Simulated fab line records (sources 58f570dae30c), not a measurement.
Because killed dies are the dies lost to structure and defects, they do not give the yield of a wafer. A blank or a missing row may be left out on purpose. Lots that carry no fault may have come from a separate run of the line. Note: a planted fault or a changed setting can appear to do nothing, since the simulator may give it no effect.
What tool caused it? | flow berkeleyCmos170 | 7 lots, 21 wafers sampled, at 3 steps of a route of 331

WHAT THE GAUGES SHOWED, per wafer
UCB170_PWELL_THK_MEAS_03.
lot  | measured    | on           | PWELL_OXIDE_THK (nm)
L137 | day 3 02:30 | filmMetro-02 | 25.8 25.6 25.9
L139 | day 3 18:53 | filmMetro-03 | 26.4 26.3 26.0
L142 | day 4 06:12 | filmMetro-02 | 26.2 26.2 25.9
L148 | day 5 12:37 | filmMetro-04 | 26.1 25.7 26.0
L153 | day 6 14:52 | filmMetro-04 | 26.2 26.7 26.5
L156 | day 7 11:16 | filmMetro-02 | 26.3 26.0 26.1
L158 | day 7 11:16 | filmMetro-04 | 26.5 26.7 26.4

TOOL THAT RAN EACH LOT (tool first, then ch and the chambers of the sampled wafers, then the start)
lot  | UCB170_ZERO_DEVELOP_05          | UCB170_ZERO_ETCH_06
L137 | lithoTrack-02 ch 0, day 2 01:00 | rieDiel-01 ch 2,3, day 2 01:32
L139 | lithoTrack-04 ch 0, day 2 13:00 | rieDiel-01 ch 0,2,3, day 2 13:51
L142 | lithoTrack-04 ch 0, day 3 04:00 | rieDiel-01 ch 1,2, day 3 05:07
L148 | lithoTrack-01 ch 0, day 4 09:00 | rieDiel-02 ch 0,1, day 4 09:12
L153 | lithoTrack-02 ch 0, day 5 10:00 | rieDiel-01 ch 2,3, day 5 11:03
L156 | lithoTrack-01 ch 0, day 6 01:00 | rieDiel-03 ch 0,1,2, day 6 01:28
L158 | lithoTrack-04 ch 0, day 6 10:00 | rieDiel-01 ch 2,3, day 6 10:52
- UCB170_ZERO_DEVELOP_05: develop time 45 s.
- UCB170_ZERO_ETCH_06: etches SiO2 in CHF3/CF4/Ar, time 12 s.

THE ANSWER, worked out from the rows above alone
Rule: what is usual is taken from the lots themselves. Put in order of their means at a reading, lots are off if they are a third of the lots or fewer, leave a main group of 4 or more, and stand apart from it by a gap of 3 or more times the standard deviation of the main group's means; of several such gaps the widest counts. The tables above print the reading to a certain number of digits; a main group whose means all agree to those digits is not used. Also off: a lot with no number at a reading for which 4 or more lots have one. All remaining lots with rows at the step are treated as sound.
Across all readings shown, no lot is off: no conclusion can be drawn from this.

WHAT THE SIMULATOR HAD PUT IN
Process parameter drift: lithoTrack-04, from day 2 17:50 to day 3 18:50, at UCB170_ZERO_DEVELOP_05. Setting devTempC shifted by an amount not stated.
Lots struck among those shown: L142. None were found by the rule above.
